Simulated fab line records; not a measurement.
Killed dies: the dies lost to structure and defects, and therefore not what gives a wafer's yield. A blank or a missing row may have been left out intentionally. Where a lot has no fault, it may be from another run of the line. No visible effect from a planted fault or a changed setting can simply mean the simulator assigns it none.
fab line records	flow rit_cmos
record lots=14	wafers=42	last_day=7
route steps=202 shown ACTIVE@1 PRETRO@70 PLDD@159 M1@184
lots that met no fault: taken from a fault-free run of the same line
start_h: hours from the record's first day to the start of the lot's first wafer shown	wait_h: how many hours have passed since the lot's step before this one	" as in the row above	L1.1+2: one row covering several wafers at once	- value missing, or start not given	* or withheld: withheld	< > ~ a bound
route shown NAME@n: a module of which the file shows steps, and the number in the route of the first	usual: mean and standard deviation over wafers with no fault	same: alike in all rows	chamber/n: place in a boat	sites: each site's reading	_std_site: the standard deviation of these	_edge_site: mean of outer sites minus mean of inner sites	radius_mm: for every site, how far away it sits from the centre of the wafer	mask NAME#n: copy n	behind: the tool/chamber that last shaped the wafer	hold: cause of the lot's hold/its duration in hours/its outcome	device: the transistor (n, p or np) that didn't switch	end of line: the tests these same wafers got at the end of their route	for a step that has no rows: nothing shown but its recipe	killed: dies that structure and defects cost at the first sort, which is not the same as the wafer's yield	map: per-die view of a wafer (x killed, . not killed, _ where there is no die)
set.NAME: the setting that was run; set.NAME@STEP: the one run at that earlier step	model.NAME: the simulator's own value behind a step, which no gauge read
the route's steps for a sample of lots (tables are steps, rows are wafers)
services: the hour from which a tool's chamber was out of use, counted from the record's first day as start_h (under 0 if before that day), plus the number of hours and why
## steps
# step RIT_ACTIVE_BOW_MEAS_00
# recipe mode=bow
# usual INCOMING_BOW=0/6.4
lot.wafer	tool	chamber	start_h	wait_h	INCOMING_BOW[um]
L209.3	film_metro-04	-	10.04	-	9
L209.4	"	-	"	"	-9
L209.5	"	-	"	"	5
L210.2	film_metro-03	-	15.02	-	1
L210.3	"	-	"	"	7
L210.4	"	-	"	"	-7
L211.2	film_metro-01	-	20.02	-	2
L211.3	"	-	"	"	-2
L211.4	"	-	"	"	4
L212.1	film_metro-04	-	25.00	-	-7
L212.2	"	-	"	"	-12
L212.5	"	-	"	"	4
L215.1	film_metro-03	-	40.00	-	4
L215.3	"	-	"	"	-4
L215.6	"	-	"	"	0
L217.3	film_metro-04	-	50.04	-	4
L217.4	"	-	"	"	6
L217.6	"	-	"	"	7
L218.3	film_metro-03	-	55.04	-	0
L218.4	"	-	"	"	-2
L218.5	"	-	"	"	8
L223.1	film_metro-04	-	80.00	-	-10
L223.2	"	-	"	"	10
L223.3	"	-	"	"	-1
L225.4	film_metro-04	-	90.06	-	0
L225.5	"	-	"	"	4
L225.6	"	-	"	"	8
L227.1	film_metro-01	-	100.00	-	1
L227.4	"	-	"	"	4
L227.6	"	-	"	"	-3
L228.3	film_metro-04	-	105.04	-	-2
L228.4	"	-	"	"	6
L228.5	"	-	"	"	14
L229.4	film_metro-03	-	110.06	-	6
L229.5	"	-	"	"	-4
L229.6	"	-	"	"	6
L230.3	film_metro-01	-	115.04	-	-3
L230.5	"	-	"	"	4
L230.6	"	-	"	"	5
L232.2	film_metro-04	-	125.02	-	0
L232.3	"	-	"	"	1
L232.5	"	-	"	"	-5
# step RIT_PRETRO_OVL_MEAS_06
# usual PRETRO_OVL=2.1/1.3
lot.wafer	tool	chamber	start_h	wait_h	PRETRO_OVL[nm]
L209.3	overlay-02	-	31.61	-	2.9
L209.4	"	-	"	"	3.0
L209.5	"	-	"	"	1.3
L210.2	overlay-01	-	36.68	-	0.5
L210.3	"	-	"	"	2.1
L210.4	"	-	"	"	1.2
L211.2	overlay-02	-	41.72	-	2.2
L211.3	"	-	"	"	0.6
L211.4	"	-	"	"	0.0
L212.1	overlay-02	-	46.46	-	3.2
L212.2	"	-	"	"	2.1
L212.5	"	-	"	"	2.4
L215.1	overlay-01	-	61.14	-	0.6
L215.3	"	-	"	"	1.5
L215.6	"	-	"	"	1.1
L217.3	overlay-01	-	71.54	-	2.3
L217.4	"	-	"	"	2.3
L217.6	"	-	"	"	2.9
L218.3	overlay-02	-	76.26	-	4.2
L218.4	"	-	"	"	1.4
L218.5	"	-	"	"	3.4
L223.1	overlay-01	-	100.66	-	2.0
L223.2	"	-	"	"	2.5
L223.3	"	-	"	"	2.6
L225.4	overlay-02	-	112.80	-	0.9
L225.5	"	-	"	"	-0.4
L225.6	"	-	"	"	0.8
L227.1	overlay-01	-	120.76	-	3.5
L227.4	"	-	"	"	3.9
L227.6	"	-	"	"	3.4
L228.3	overlay-01	-	127.31	-	1.7
L228.4	"	-	"	"	-0.1
L228.5	"	-	"	"	0.4
L229.4	overlay-02	-	133.01	-	2.2
L229.5	"	-	"	"	2.0
L229.6	"	-	"	"	2.0
L230.3	overlay-02	-	136.83	-	0.6
L230.5	"	-	"	"	2.2
L230.6	"	-	"	"	1.5
L232.2	overlay-02	-	145.72	-	0.5
L232.3	"	-	"	"	1.5
L232.5	"	-	"	"	1.3
# step RIT_SDANNEAL_RS_MEAS_06
# recipe thk_meas_gauge=four-point-probe
# usual PLDD_RS=178.7/0.47
lot.wafer	tool	chamber	start_h	wait_h	PLDD_RS[ohm/sq]
L209.3	film_metro-01	-	50.10	0.1	179.3
L209.4	"	-	"	"	179.0
L209.5	"	-	"	"	178.9
L210.2	film_metro-01	-	55.43	0.1	178.7
L210.3	"	-	"	"	179.5
L210.4	"	-	"	"	179.3
L211.2	film_metro-01	-	60.13	0.1	178.3
L211.3	"	-	"	"	178.7
L211.4	"	-	"	"	179.2
L212.1	film_metro-03	-	64.83	0.1	178.7
L212.2	"	-	"	"	178.8
L212.5	"	-	"	"	178.5
L215.1	film_metro-01	-	79.15	0.1	178.9
L215.3	"	-	"	"	178.7
L215.6	"	-	"	"	178.9
L217.3	film_metro-01	-	90.42	0.1	178.7
L217.4	"	-	"	"	178.8
L217.6	"	-	"	"	178.9
L218.3	film_metro-01	-	96.00	0.1	178.3
L218.4	"	-	"	"	178.1
L218.5	"	-	"	"	178.4
L223.1	film_metro-03	-	121.73	0.1	179.3
L223.2	"	-	"	"	179.5
L223.3	"	-	"	"	179.3
L225.4	film_metro-04	-	130.91	0.1	178.3
L225.5	"	-	"	"	178.7
L225.6	"	-	"	"	178.1
L227.1	film_metro-01	-	139.32	0.1	179.0
L227.4	"	-	"	"	179.1
L227.6	"	-	"	"	178.3
L228.3	film_metro-04	-	145.93	0.1	178.2
L228.4	"	-	"	"	178.5
L228.5	"	-	"	"	178.5
L229.4	film_metro-03	-	154.26	0.1	177.5
L229.5	"	-	"	"	177.8
L229.6	"	-	"	"	178.0
L230.3	film_metro-01	-	159.58	0.1	177.8
L230.5	"	-	"	"	177.6
L230.6	"	-	"	"	177.7
L232.2	film_metro-03	-	166.98	0.1	179.1
L232.3	"	-	"	"	178.6
L232.5	"	-	"	"	179.2
# step RIT_M1_SPUTTER_00
# recipe material=Al	target_thk_nm=400	power_w=2000	chamber_pressure_pa=0.4	gas=Ar	time_s=500	substrate_temp_c=25
# usual throttle_valve_pct=29.9/0.9
lot.wafer	tool	chamber	start_h	wait_h	throttle_valve_pct
L209.3	pvd_sputter-03	-	53.07	0.0	30.1
L209.4	"	-	"	"	29.2
L209.5	"	-	"	"	29.0
L210.2	pvd_sputter-03	-	58.41	0.0	29.0
L210.3	"	-	"	"	29.2
L210.4	"	-	"	"	29.7
L211.2	pvd_sputter-01	-	63.15	0.0	29.9
L211.3	"	-	"	"	28.4
L211.4	"	-	"	"	31.3
L212.1	pvd_sputter-03	-	68.01	0.0	29.5
L212.2	"	-	"	"	30.1
L212.5	"	-	"	"	29.6
L215.1	pvd_sputter-01	-	82.13	0.0	30.9
L215.3	"	-	"	"	30.0
L215.6	"	-	"	"	28.3
L217.3	pvd_sputter-01	-	93.36	0.0	31.0
L217.4	"	-	"	"	28.1
L217.6	"	-	"	"	30.1
L218.3	pvd_sputter-03	-	99.05	0.0	29.0
L218.4	"	-	"	"	29.5
L218.5	"	-	"	"	29.3
L223.1	pvd_sputter-02	-	124.78	0.0	30.6
L223.2	"	-	"	"	30.7
L223.3	"	-	"	"	29.8
L225.4	pvd_sputter-02	-	133.92	0.0	30.6
L225.5	"	-	"	"	31.3
L225.6	"	-	"	"	30.1
L227.1	pvd_sputter-02	-	142.32	0.0	30.6
L227.4	"	-	"	"	29.9
L227.6	"	-	"	"	30.6
L228.3	pvd_sputter-01	-	149.01	0.0	30.7
L228.4	"	-	"	"	31.1
L228.5	"	-	"	"	29.8
L229.4	pvd_sputter-02	-	157.33	0.0	30.7
L229.5	"	-	"	"	30.9
L229.6	"	-	"	"	29.8
L230.3	pvd_sputter-01	-	162.54	0.0	28.3
L230.5	"	-	"	"	31.2
L230.6	"	-	"	"	28.3
L232.2	pvd_sputter-03	-	169.95	0.0	29.7
L232.3	"	-	"	"	29.8
L232.5	"	-	"	"	29.3
# step RIT_M1_RS_MEAS_01
# recipe thk_meas_gauge=four-point-probe	reads=Al_of_M1_SPUTTER_00
# usual M1_AL_RS=0.0736/0.00065
lot.wafer	tool	chamber	start_h	wait_h	M1_AL_RS[ohm/sq]
L209.3	film_metro-03	-	53.40	0.2	0.0729
L209.4	"	-	"	"	0.0734
L209.5	"	-	"	"	0.0736
L210.2	film_metro-03	-	58.72	0.2	0.0735
L210.3	"	-	"	"	0.0727
L210.4	"	-	"	"	0.0739
L211.2	film_metro-01	-	63.47	0.2	0.0735
L211.3	"	-	"	"	0.0743
L211.4	"	-	"	"	0.0745
L212.1	film_metro-04	-	68.30	0.1	0.0739
L212.2	"	-	"	"	0.0733
L212.5	"	-	"	"	0.0735
L215.1	film_metro-04	-	82.42	0.1	0.0585
L215.3	"	-	"	"	0.0578
L215.6	"	-	"	"	0.0583
L217.3	film_metro-03	-	93.69	0.2	0.0586
L217.4	"	-	"	"	0.0589
L217.6	"	-	"	"	0.0583
L218.3	film_metro-03	-	99.38	0.2	0.0733
L218.4	"	-	"	"	0.0746
L218.5	"	-	"	"	0.0739
L223.1	film_metro-01	-	125.08	0.1	0.0736
L223.2	"	-	"	"	0.0729
L223.3	"	-	"	"	0.0732
L225.4	film_metro-01	-	134.28	0.2	0.0739
L225.5	"	-	"	"	0.0738
L225.6	"	-	"	"	0.0740
L227.1	film_metro-01	-	142.61	0.1	0.0737
L227.4	"	-	"	"	0.0738
L227.6	"	-	"	"	0.0742
L228.3	film_metro-01	-	149.34	0.2	0.0716
L228.4	"	-	"	"	0.0727
L228.5	"	-	"	"	0.0716
L229.4	film_metro-04	-	157.68	0.2	0.0735
L229.5	"	-	"	"	0.0737
L229.6	"	-	"	"	0.0745
L230.3	film_metro-04	-	162.88	0.2	0.0734
L230.5	"	-	"	"	0.0734
L230.6	"	-	"	"	0.0732
L232.2	film_metro-04	-	170.27	0.2	0.0737
L232.3	"	-	"	"	0.0733
L232.5	"	-	"	"	0.0742
# step RIT_M1_THK_MEAS_02
# recipe thk_meas_gauge=xrf	reads=Al_of_M1_SPUTTER_00
# usual M1_AL_THK=405/3.9
lot.wafer	tool	chamber	start_h	wait_h	M1_AL_THK[nm]
L209.3	film_metro-03	-	53.50	0.1	407
L209.4	"	-	"	"	405
L209.5	"	-	"	"	403
L210.2	film_metro-03	-	58.83	0.1	406
L210.3	"	-	"	"	407
L210.4	"	-	"	"	401
L211.2	film_metro-01	-	63.58	0.1	406
L211.3	"	-	"	"	399
L211.4	"	-	"	"	400
L212.1	film_metro-04	-	68.42	0.1	404
L212.2	"	-	"	"	406
L212.5	"	-	"	"	404
L215.1	film_metro-04	-	82.54	0.1	508
L215.3	"	-	"	"	509
L215.6	"	-	"	"	505
L217.3	film_metro-03	-	93.79	0.1	503
L217.4	"	-	"	"	497
L217.6	"	-	"	"	502
L218.3	film_metro-03	-	99.48	0.1	406
L218.4	"	-	"	"	398
L218.5	"	-	"	"	402
L223.1	film_metro-01	-	125.20	0.1	405
L223.2	"	-	"	"	408
L223.3	"	-	"	"	409
L225.4	film_metro-01	-	134.37	0.1	404
L225.5	"	-	"	"	406
L225.6	"	-	"	"	404
L227.1	film_metro-01	-	142.73	0.1	407
L227.4	"	-	"	"	404
L227.6	"	-	"	"	401
L228.3	film_metro-01	-	149.44	0.1	414
L228.4	"	-	"	"	408
L228.5	"	-	"	"	417
L229.4	film_metro-04	-	157.77	0.1	404
L229.5	"	-	"	"	405
L229.6	"	-	"	"	400
L230.3	film_metro-04	-	162.98	0.1	406
L230.5	"	-	"	"	407
L230.6	"	-	"	"	409
L232.2	film_metro-04	-	170.38	0.1	405
L232.3	"	-	"	"	405
L232.5	"	-	"	"	402
# step RIT_M1_METAL_ETCH_12
# recipe stop_on=SiO2	chemistry=Cl2/BCl3	target=Al	time_s=165	over_etch_frac=0.5	pressure_mtorr=100	target_depth_a=6000	rf_w=250	Cl2_flow_sccm=60	bcl3_flow_sccm=50
# usual drypump_motor_current_A=6.04/0.22	oes_product_au=0.776/0.014	throttle_valve_pct=8.30/0.11
lot.wafer	tool	chamber	start_h	wait_h	drypump_motor_current_A	oes_product_au	rf_hours_counter_h	throttle_valve_pct
L209.3	rie_metal-03	1	54.88	0.2	6.18	0.775	-	8.19
L209.4	"	0	"	"	5.89	0.775	-	8.31
L209.5	"	0	"	"	5.87	0.761	-	8.29
L210.2	rie_metal-02	1	60.28	0.2	6.42	0.772	32	8.54
L210.3	"	1	"	"	6.46	0.777	-	8.54
L210.4	"	0	"	"	5.77	0.768	-	8.32
L211.2	rie_metal-01	1	64.99	0.2	5.92	0.795	1	8.26
L211.3	"	0	"	"	6.03	0.759	-	8.20
L211.4	"	1	"	"	5.93	0.790	-	8.27
L212.1	rie_metal-03	1	70.01	0.2	6.21	0.777	4	8.20
L212.2	"	0	"	"	5.88	0.766	4	8.32
L212.5	"	0	"	"	5.90	0.762	-	8.30
L215.1	rie_metal-03	1	84.04	0.2	6.23	0.891	4	8.17
L215.3	"	0	"	"	5.88	0.889	-	8.29
L215.6	"	0	"	"	5.87	0.876	-	8.30
L217.3	rie_metal-01	1	95.17	0.2	5.91	0.913	-	8.25
L217.4	"	0	"	"	6.04	0.865	-	8.19
L217.6	"	0	"	"	6.08	0.876	-	8.19
L218.3	rie_metal-03	1	101.00	0.2	6.18	0.781	-	8.19
L218.4	"	0	"	"	5.89	0.756	-	8.31
L218.5	"	0	"	"	5.90	0.762	-	8.30
L223.1	rie_metal-01	1	126.73	0.2	5.92	0.792	1	8.27
L223.2	"	0	"	"	6.07	0.773	1	8.21
L223.3	"	0	"	"	6.09	0.771	-	8.22
L225.4	rie_metal-02	0	135.86	0.1	5.76	0.772	-	8.31
L225.5	"	0	"	"	5.76	0.767	-	8.33
L225.6	"	1	"	"	6.40	0.774	-	8.53
L227.1	rie_metal-03	1	144.20	0.2	6.19	0.775	5	8.18
L227.4	"	1	"	"	6.20	0.784	-	8.18
L227.6	"	0	"	"	5.88	0.758	-	8.29
L228.3	rie_metal-01	0	150.95	0.2	6.07	0.769	-	8.20
L228.4	"	1	"	"	5.93	0.813	-	8.27
L228.5	"	0	"	"	6.07	0.775	-	8.20
L229.4	rie_metal-02	0	159.21	0.1	5.80	0.781	-	8.31
L229.5	"	1	"	"	6.40	0.758	-	8.52
L229.6	"	0	"	"	5.79	0.768	-	8.33
L230.3	rie_metal-03	1	164.41	0.2	6.20	0.779	-	8.20
L230.5	"	1	"	"	6.20	0.785	-	8.18
L230.6	"	0	"	"	5.90	0.766	-	8.31
L232.2	rie_metal-02	1	171.71	0.2	6.41	0.767	0	8.55
L232.3	"	1	"	"	6.40	0.770	-	8.52
L232.5	"	1	"	"	6.40	0.757	-	8.55
# step RIT_M1_PROBE_99
# usual defect_limited_yield=97.3/1.2	killed_at_M0_to_M3=0.0/0.14	killed_at_contacts=0.0/0.16	killed_at_front_end=7/3	killed_dies=7/3	killed_open=3.5/2	killed_short=3.6/2.1	sort_bin_3_pad_short=0.2/0.26	sort_bin_5_function=1.5/0.76	sort_bin_6_memory=1.0/0.65	sort_n_pass=257/3	sort_yield_pct=97.3/1.2
# same gross_dies=264	killed_at_M4_up=0	killed_at_back_side=0	killed_at_other=0
lot.wafer	tool	chamber	start_h	wait_h	defect_limited_yield[%]	killed_at_M0_to_M3	killed_at_contacts	killed_at_front_end	killed_dies	killed_open	killed_short	sort_bin_3_pad_short[%]	sort_bin_5_function[%]	sort_bin_6_memory[%]	sort_n_pass	sort_yield_pct[%]
L230.3	prober-01	-	167.58	0.2	97.7	0	0	6	6	3	3	0	2.3	0	258	97.7
L230.5	prober-01	-	167.68	0.2	97.3	0	0	7	7	2	5	0.4	1.5	0.8	257	97.3
L230.6	prober-01	-	167.73	0.2	98.1	0	0	5	5	2	3	0.4	0.8	0.8	259	98.1
# killed by level:class
L230.3 REOX:geometric_particle:short=2 SPACER:geometric_particle:open=2 FOX1:geometric_particle:open=1 GATE:geometric_particle:short=1
L230.5 SPACER:geometric_particle:open=2 SPACER:geometric_particle:short=2 FOX1:geometric_particle:short=1 GATE:geometric_particle:short=1 REOX:geometric_particle:short=1
L230.6 SILICIDE:geometric_particle:short=2 ACTIVE:geometric_particle:open=1 FOX1:geometric_particle:short=1 SPACER:geometric_particle:open=1
## services
tool	chamber	start_h	hours	kind
pvd_sputter-02	-	43.90	2.0	repair
pvd_sputter-01	-	52.04	1.8	repair
pvd_sputter-01	-	54.21	5.4	repair
rie_metal-01	-	60.19	4.3	pm
rie_metal-03	-	62.33	2.8	pm
pvd_sputter-02	-	69.51	2.9	repair
rie_metal-03	-	81.11	1.4	pm
rie_metal-02	-	136.12	20.0	pm
rie_metal-02	0	136.12	20.0	vent_cycle
rie_metal-02	1	136.12	20.0	vent_cycle
pvd_sputter-03	-	136.90	1.7	repair
pvd_sputter-02	-	139.07	2.6	repair
rie_metal-02	0	156.12	-	clean
rie_metal-02	1	156.12	-	clean
rie_metal-02	-	169.00	1.4	pm
## key
first_sign step=RIT_M1_RS_MEAS_01	reading=M1_AL_RS	direction=down	sigmas=24	usual=0.0736	struck=0.0584
effect step=RIT_M1_THK_MEAS_02	reading=M1_AL_THK	direction=up	sigmas=25	usual=405	struck=504
effect step=RIT_M1_METAL_ETCH_12	reading=oes_product_au	direction=up	sigmas=7.8	usual=0.776	struck=0.885
met_at RIT_M1_SPUTTER_00
struck_lots L215,L217
not_acting_at RIT_ACTIVE_BOW_MEAS_00,RIT_PRETRO_OVL_MEAS_06,RIT_SDANNEAL_RS_MEAS_06
onset_between 63.15 82.13
fault kind=process_parameter_drift	tool=pvd_sputter-01	chamber=-	onset_h=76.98	steps=RIT_M1_SPUTTER_00	channel=time_s	offset=*	shape=step	end_h=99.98	stated=*
